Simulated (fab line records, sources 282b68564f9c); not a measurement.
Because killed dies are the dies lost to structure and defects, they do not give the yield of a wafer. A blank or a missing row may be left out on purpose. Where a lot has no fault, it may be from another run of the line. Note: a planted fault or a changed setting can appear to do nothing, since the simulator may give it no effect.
Which tool did it? / flow rit cmos / 14 lots, 42 wafers sampled, at 2 steps of a route of 202

## WHAT THE GAUGES SHOWED, per wafer
RIT_ACTIVE_THK_MEAS_04.
lot=L150; measured=day 1 13:38; on=film metro-01; ACTIVE_NITRIDE_THK (nm)=152.3 151.5 152.3
lot=L152; measured=day 1 23:32; on=film metro-01; ACTIVE_NITRIDE_THK (nm)=150.2 151.8 151.1
lot=L154; measured=day 2 09:33; on=film metro-02; ACTIVE_NITRIDE_THK (nm)=150.6 148.3 149.1
lot=L155; measured=day 2 14:32; on=film metro-02; ACTIVE_NITRIDE_THK (nm)=154.3 152.8 152.6
lot=L156; measured=day 2 19:32; on=film metro-02; ACTIVE_NITRIDE_THK (nm)=148.3 148.4 148.8
lot=L157; measured=day 3 00:37; on=film metro-03; ACTIVE_NITRIDE_THK (nm)=150.9 150.2 150.1
lot=L158; measured=day 3 05:32; on=film metro-03; ACTIVE_NITRIDE_THK (nm)=150.3 152.2 151.3
lot=L159; measured=day 3 12:19; on=film metro-02; ACTIVE_NITRIDE_THK (nm)=149.6 149.2 148.2
lot=L160; measured=day 3 15:32; on=film metro-01; ACTIVE_NITRIDE_THK (nm)=147.8 149.5 150.0
lot=L162; measured=day 4 01:32; on=film metro-02; ACTIVE_NITRIDE_THK (nm)=151.3 152.2 151.2
lot=L163; measured=day 4 08:07; on=film metro-02; ACTIVE_NITRIDE_THK (nm)=297.7 298.7 298.3
lot=L164; measured=day 4 13:07; on=film metro-01; ACTIVE_NITRIDE_THK (nm)=298.8 297.6 298.5
lot=L169; measured=day 5 12:32; on=film metro-01; ACTIVE_NITRIDE_THK (nm)=149.3 149.6 149.7
lot=L173; measured=day 6 08:32; on=film metro-03; ACTIVE_NITRIDE_THK (nm)=151.0 153.0 151.4

## WHICH TOOL RAN EACH LOT (tool, then ch and the chambers of the sampled wafers, then the start)
lot=L150; RIT_ACTIVE_CVD_03=lpcvd-02 ch 0, day 1 12:14
lot=L152; RIT_ACTIVE_CVD_03=lpcvd-02 ch 0, day 1 22:07
lot=L154; RIT_ACTIVE_CVD_03=lpcvd-01 ch 0, day 2 08:07
lot=L155; RIT_ACTIVE_CVD_03=lpcvd-02 ch 1, day 2 13:07
lot=L156; RIT_ACTIVE_CVD_03=lpcvd-02 ch 1, day 2 18:07
lot=L157; RIT_ACTIVE_CVD_03=lpcvd-02 ch 0, day 2 23:10
lot=L158; RIT_ACTIVE_CVD_03=lpcvd-02 ch 1, day 3 04:07
lot=L159; RIT_ACTIVE_CVD_03=lpcvd-02 ch 1, day 3 09:07
lot=L160; RIT_ACTIVE_CVD_03=lpcvd-01 ch 0, day 3 14:07
lot=L162; RIT_ACTIVE_CVD_03=lpcvd-01 ch 1, day 4 00:07
lot=L163; RIT_ACTIVE_CVD_03=lpcvd-02 ch 1, day 4 05:07
lot=L164; RIT_ACTIVE_CVD_03=lpcvd-01 ch 1, day 4 10:07 and lpcvd-02 ch 1, day 4 11:42
lot=L169; RIT_ACTIVE_CVD_03=lpcvd-02 ch 1, day 5 11:07
lot=L173; RIT_ACTIVE_CVD_03=lpcvd-01 ch 1, day 6 07:07
- RIT_ACTIVE_CVD_03: deposits Si3N4 from SiH2Cl2/NH3, target thk 150 nm, time 1500 s.

## AS READ BY THE TOOLS THEMSELVES (means over the sampled wafers that have a number; for cases with no such wafer, the mark the record gives instead)
RIT_ACTIVE_CVD_03.
lot=L150; tool=lpcvd-02; zone power centre pct (%)=37.5
lot=L152; tool=lpcvd-02; zone power centre pct (%)=37.2
lot=L154; tool=lpcvd-01; zone power centre pct (%)=37.8
lot=L155; tool=lpcvd-02; zone power centre pct (%)=37.2
lot=L156; tool=lpcvd-02; zone power centre pct (%)=36.9
lot=L157; tool=lpcvd-02; zone power centre pct (%)=37.3
lot=L158; tool=lpcvd-02; zone power centre pct (%)=37.0
lot=L159; tool=lpcvd-02; zone power centre pct (%)=37.2
lot=L160; tool=lpcvd-01; zone power centre pct (%)=37.0
lot=L162; tool=lpcvd-01; zone power centre pct (%)=39.5
lot=L163; tool=lpcvd-02; zone power centre pct (%)=37.1
lot=L164; tool=lpcvd-01/lpcvd-02; zone power centre pct (%)=38.4
lot=L169; tool=lpcvd-02; zone power centre pct (%)=37.2
lot=L173; tool=lpcvd-01; zone power centre pct (%)=39.5

## THE ANSWER, worked out from the rows above alone
Rule: usual is defined by the lots themselves. Put in order of their means at a reading, lots are off if they are a third of the lots or fewer, leave a main group of 4 or more, and stand apart from it by a gap of 3 or more times the standard deviation of the main group's means; of several such gaps the widest counts. A main group is skipped when, at the precision printed for the reading in the tables above, its means are all equal. A lot without any number at a reading at which 4 lots or more have one is off too. Where the step has rows for the other lots, those lots are counted as sound. Order of review: gauges by route order, followed by the tools' own readings, for which a lot's mean as printed above is used. At the first step where some lot is off, the reading lying furthest off is the one used; lots without a number count as furthest.
Off: L163, L164, at RIT_ACTIVE_THK_MEAS_04 (ACTIVE_NITRIDE_THK). Mean 150.6 nm and standard deviation 1.4 in the main group.
If a tool, at a process step before that reading, ran all the lots that are off and no sound lot after the first of them, it fits. The gauges at RIT_ACTIVE_THK_MEAS_04 are tried like those tools. Of those tried, none fits.

## WHAT THE SIMULATOR HAD INSERTED
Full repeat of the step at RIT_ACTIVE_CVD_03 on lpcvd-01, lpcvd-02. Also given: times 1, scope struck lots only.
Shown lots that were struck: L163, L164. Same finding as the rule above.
